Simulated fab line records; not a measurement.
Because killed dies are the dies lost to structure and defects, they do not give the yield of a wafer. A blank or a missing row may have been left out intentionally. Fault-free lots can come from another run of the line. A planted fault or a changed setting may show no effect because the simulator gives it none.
A lot that was struck, set against a sound lot | flow berkeley cmos170 | 14 out of 331 route steps
Sound: these wafers, L681.1, L681.4, L681.6. Wafers L669.2, L669.4, L669.6 were the ones struck. At the end, the cause is stated.
At each step with rows: each side's tool, then ch and its chambers, then its first start. Under that, the readings that differ: sound wafers | struck wafers | difference of the means | sigmas: that difference in standard deviations of wafers without a fault.
alike: readings with means less than 2 such deviations apart, plus words and numbers identical on both sides. not compared: withheld readings, readings lacking a value on some wafer, bounds such as >300 that could conceal the same value, and numbers that have no deviation in the record and whose values overlap.
The two part at a step that has a row with sigmas, a row that says differs or no value, or rows on one side only. Numbers that have no deviation but don't overlap get no sigmas and don't part them. Lack of a reading on every wafer of one side parts them only where that side has two or more wafers.

UCB170_M1_STRIP_13: strips in O2.
  sound on plasma asher-01 ch 0,1, day 10 22:42; struck on plasma asher-01 ch 0,1, day 9 09:03
  alike: drypump motor current A, oes product au
  not compared: rf hours counter h
UCB170_M1_CD_MEAS_90: target cd 700 nm.
  struck on cd sem-02, day 9 09:10; sound on cd sem-02, day 10 22:48
  alike: cd nm
then, 1 step without rows for these wafers: UCB170_M1_ANNEAL_14 (time 1200 s).
UCB170_V1_CVD_00: deposits SiO2 from TEOS/O2, target thk 2000 nm, time 250 s.
  sound on pecvd-02 ch 0,2, day 11 02:12; struck on pecvd-02 ch 0,1,2, day 9 12:24
  alike: heater power w
UCB170_V1_THK_MEAS_01:
  struck on film metro-03, day 9 12:34; sound on film metro-02, day 11 02:21
  alike: V1_TEOS_THK
UCB170_V1_CMP_02: polishes SiO2.
  sound on cmp-02 ch 0,1,2, day 11 02:31; struck on cmp-01 ch 1,2, day 9 12:37
  alike: motor current A
UCB170_V1_BOW_MEAS_03:
  struck on film metro-02, day 9 12:56; sound on film metro-03, day 11 02:43
  alike: V1_BOW
UCB170_V1_THK_MEAS_04:
  struck on film metro-02, day 9 13:03; sound on film metro-03, day 11 02:50
  alike: V1_POLISHED_THK
then, 4 steps without rows for these wafers: UCB170_V1_CLEAN_05 (cleans in DIW); UCB170_V1_HMDS_06 (prime time 60 s); UCB170_V1_COAT_07 (resist thk 900 nm); UCB170_V1_SOFTBAKE_08 (time 60 s).
UCB170_V1_EXPOSE_09: exposes mask VIA1, target cd 700 nm.
  struck on krf scanner-02, day 9 13:44; sound on krf scanner-01 ch 0, day 11 03:31
  no value came back on the struck wafers for exposure dose mJ cm2, focus offset nm (nm); on the sound wafers exposure dose mJ cm2 reads 37.37 37.34 37.36
  alike: mask
after that, 1 step had no rows for these wafers: UCB170_V1_PEB_10.

## WHERE THEY PART
At UCB170_V1_EXPOSE_09 and nowhere else, as far as this record goes.

WHY: what the simulator had put in
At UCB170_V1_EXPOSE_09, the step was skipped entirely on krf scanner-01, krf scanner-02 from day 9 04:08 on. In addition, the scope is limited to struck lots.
